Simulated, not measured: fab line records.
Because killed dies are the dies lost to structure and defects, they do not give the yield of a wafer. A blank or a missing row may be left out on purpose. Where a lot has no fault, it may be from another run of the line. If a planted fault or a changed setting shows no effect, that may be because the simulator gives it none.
Tool commonality check / flow rit cmos / 14 lots and 48 wafers in the sample

== REASON IT WAS OPENED ==
At RIT_NWELL_TW_MEAS_10 the reading NWELL_TW is flagged on 2 of 14 lots. Fault-free wafers read 2160, with a standard deviation of 19.
Rule: a lot is flagged in two cases, either no wafer of it has a number, or all its wafers with numbers fall more than 4 standard deviations from that mean. As for the other lots, they are considered sound.

lot=L585; measured=day 2 14:17; on=film metro-01; NWELL_TW, wafer by wafer=2150 2132 2133; flag=
lot=L586; measured=day 2 22:46; on=film metro-04; NWELL_TW, wafer by wafer=2175 2175 2172; flag=
lot=L587; measured=day 3 01:19; on=film metro-02; NWELL_TW, wafer by wafer=2186 2179 2182; flag=
lot=L588; measured=day 3 04:41; on=film metro-01; NWELL_TW, wafer by wafer=2151 2136 2150; flag=
lot=L589; measured=day 3 17:43; on=film metro-02; NWELL_TW, wafer by wafer=2174 2164 2184; flag=
lot=L590; measured=day 3 21:10; on=film metro-01; NWELL_TW, wafer by wafer=2139 2138 2138; flag=
lot=L591; measured=day 4 00:05; on=film metro-04; NWELL_TW, wafer by wafer=2167 2170 2177; flag=
lot=L593; measured=day 4 09:55; on=film metro-01; NWELL_TW, wafer by wafer=2148 2156 2156; flag=
lot=L594; measured=day 4 11:17; on=film metro-04; NWELL_TW, wafer by wafer=2187 2193 2185; flag=
lot=L595; measured=day 4 15:19; on=film metro-04; NWELL_TW, wafer by wafer=2179 2185 2181; flag=
lot=L599; measured=day 5 17:52; on=film metro-02; NWELL_TW, wafer by wafer=2162 2153 2155; flag=
lot=L600; measured=day 5 21:18; on=film metro-01; NWELL_TW, wafer by wafer=2379 2382 2374 2388 2390 2389; flag=FLAGGED
lot=L603; measured=day 6 14:53; on=film metro-01; NWELL_TW, wafer by wafer=2393 2396 2389 2386 2394 2393; flag=FLAGGED
lot=L605; measured=day 7 06:47; on=film metro-04; NWELL_TW, wafer by wafer=2171 2179 2160; flag=
The numbers of the flagged lots are 2388 on average: +228 against the usual, or +12 standard deviations.

== WHICH TOOL RAN EACH LOT ==
Before the reading, the record contains 2 process steps out of a 202-step route. In each cell: the tool, then ch and the chambers that the sampled wafers went through, then the start.
lot=L585; flag=; RIT_ACTIVE_STRIP_14=plasma asher-01 ch 0,1, day 2 06:27; RIT_NWELL_IMPLANT_08=implanter-03 ch 0, day 2 13:59
lot=L586; flag=; RIT_ACTIVE_STRIP_14=plasma asher-01 ch 0,1, day 2 13:15; RIT_NWELL_IMPLANT_08=implanter-04 ch 0, day 2 22:29
lot=L587; flag=; RIT_ACTIVE_STRIP_14=plasma asher-02 ch 0,1, day 2 16:50; RIT_NWELL_IMPLANT_08=implanter-03 ch 0, day 3 00:59
lot=L588; flag=; RIT_ACTIVE_STRIP_14=plasma asher-01 ch 0,1, day 2 22:37; RIT_NWELL_IMPLANT_08=implanter-04 ch 0, day 3 04:23
lot=L589; flag=; RIT_ACTIVE_STRIP_14=plasma asher-04 ch 0,1, day 3 03:03; RIT_NWELL_IMPLANT_08=implanter-04 ch 0, day 3 17:23
lot=L590; flag=; RIT_ACTIVE_STRIP_14=plasma asher-04 ch 0,1, day 3 08:32; RIT_NWELL_IMPLANT_08=implanter-02 ch 0, day 3 20:51
lot=L591; flag=; RIT_ACTIVE_STRIP_14=plasma asher-02 ch 0,1, day 3 16:17; RIT_NWELL_IMPLANT_08=implanter-04 ch 0, day 3 23:45
lot=L593; flag=; RIT_ACTIVE_STRIP_14=plasma asher-01 ch 0,1, day 4 00:55; RIT_NWELL_IMPLANT_08=implanter-03 ch 0, day 4 09:36
lot=L594; flag=; RIT_ACTIVE_STRIP_14=plasma asher-01 ch 0,1, day 4 02:54; RIT_NWELL_IMPLANT_08=implanter-04 ch 0, day 4 11:00
lot=L595; flag=; RIT_ACTIVE_STRIP_14=plasma asher-02 ch 1, day 4 09:23; RIT_NWELL_IMPLANT_08=implanter-03 ch 0, day 4 15:00
lot=L599; flag=; RIT_ACTIVE_STRIP_14=plasma asher-04 ch 0,1, day 5 08:22; RIT_NWELL_IMPLANT_08=implanter-04 ch 0, day 5 17:33
lot=L600; flag=FLAGGED; RIT_ACTIVE_STRIP_14=plasma asher-04 ch 0,1, day 5 13:27; RIT_NWELL_IMPLANT_08=implanter-03 ch 0, day 5 20:59
lot=L603; flag=FLAGGED; RIT_ACTIVE_STRIP_14=plasma asher-01 ch 0,1, day 6 05:35; RIT_NWELL_IMPLANT_08=implanter-03 ch 0, day 6 14:36
lot=L605; flag=; RIT_ACTIVE_STRIP_14=plasma asher-04 ch 0, day 6 18:01; RIT_NWELL_IMPLANT_08=implanter-02 ch 0, day 7 06:28
These steps, and what they do:
- RIT_ACTIVE_STRIP_14: strips in O2, time 180 s.
- RIT_NWELL_IMPLANT_08
- RIT_NWELL_TW_MEAS_10

== FLAGGED OVER TOTAL, TOOL BY TOOL (the gauges that took the reading come last) ==
step=RIT_ACTIVE_STRIP_14; tool=plasma asher-01; lots run=6; flagged=1; share of the flagged lots=some; sound lots run after its first flagged lot=0
step=RIT_ACTIVE_STRIP_14; tool=plasma asher-02; lots run=3; flagged=0; share of the flagged lots=none; sound lots run after its first flagged lot=-
step=RIT_ACTIVE_STRIP_14; tool=plasma asher-04; lots run=5; flagged=1; share of the flagged lots=some; sound lots run after its first flagged lot=1 (L605)
step=RIT_NWELL_IMPLANT_08; tool=implanter-02; lots run=2; flagged=0; share of the flagged lots=none; sound lots run after its first flagged lot=-
step=RIT_NWELL_IMPLANT_08; tool=implanter-03; lots run=6; flagged=2; share of the flagged lots=all; sound lots run after its first flagged lot=0
step=RIT_NWELL_IMPLANT_08; tool=implanter-04; lots run=6; flagged=0; share of the flagged lots=none; sound lots run after its first flagged lot=-
step=RIT_NWELL_TW_MEAS_10; tool=film metro-01; lots run=6; flagged=2; share of the flagged lots=all; sound lots run after its first flagged lot=0
step=RIT_NWELL_TW_MEAS_10; tool=film metro-02; lots run=3; flagged=0; share of the flagged lots=none; sound lots run after its first flagged lot=-
step=RIT_NWELL_TW_MEAS_10; tool=film metro-04; lots run=5; flagged=0; share of the flagged lots=none; sound lots run after its first flagged lot=-

== THE TABLE: WHAT IT ALLOWS ==
Table rows that saw every flagged lot: 2, namely implanter-03 at RIT_NWELL_IMPLANT_08 and film metro-01 at RIT_NWELL_TW_MEAS_10.
- implanter-03 at RIT_NWELL_IMPLANT_08: 2 of its 6 lots flagged. A fault beginning between L595 (day 4 15:00), its last sound lot, and L600 (day 5 20:59), its first flagged one, fits the data. Its own readings lie more than 4 standard deviations out on every wafer of the flagged lots: dose ions cm2, faraday current uA.
- film metro-01 at RIT_NWELL_TW_MEAS_10: 2 of its 6 lots flagged. A fault beginning between L593 (day 4 09:55), its last sound lot, and L600 (day 5 21:18), its first flagged one, fits the data.
These 2 tools cannot be told apart by counting lots, since each of them fits a fault that started at some hour. More lots, or a look at what each step does to the wafer, might.

== WHAT THE SIMULATOR HAD INSERTED ==
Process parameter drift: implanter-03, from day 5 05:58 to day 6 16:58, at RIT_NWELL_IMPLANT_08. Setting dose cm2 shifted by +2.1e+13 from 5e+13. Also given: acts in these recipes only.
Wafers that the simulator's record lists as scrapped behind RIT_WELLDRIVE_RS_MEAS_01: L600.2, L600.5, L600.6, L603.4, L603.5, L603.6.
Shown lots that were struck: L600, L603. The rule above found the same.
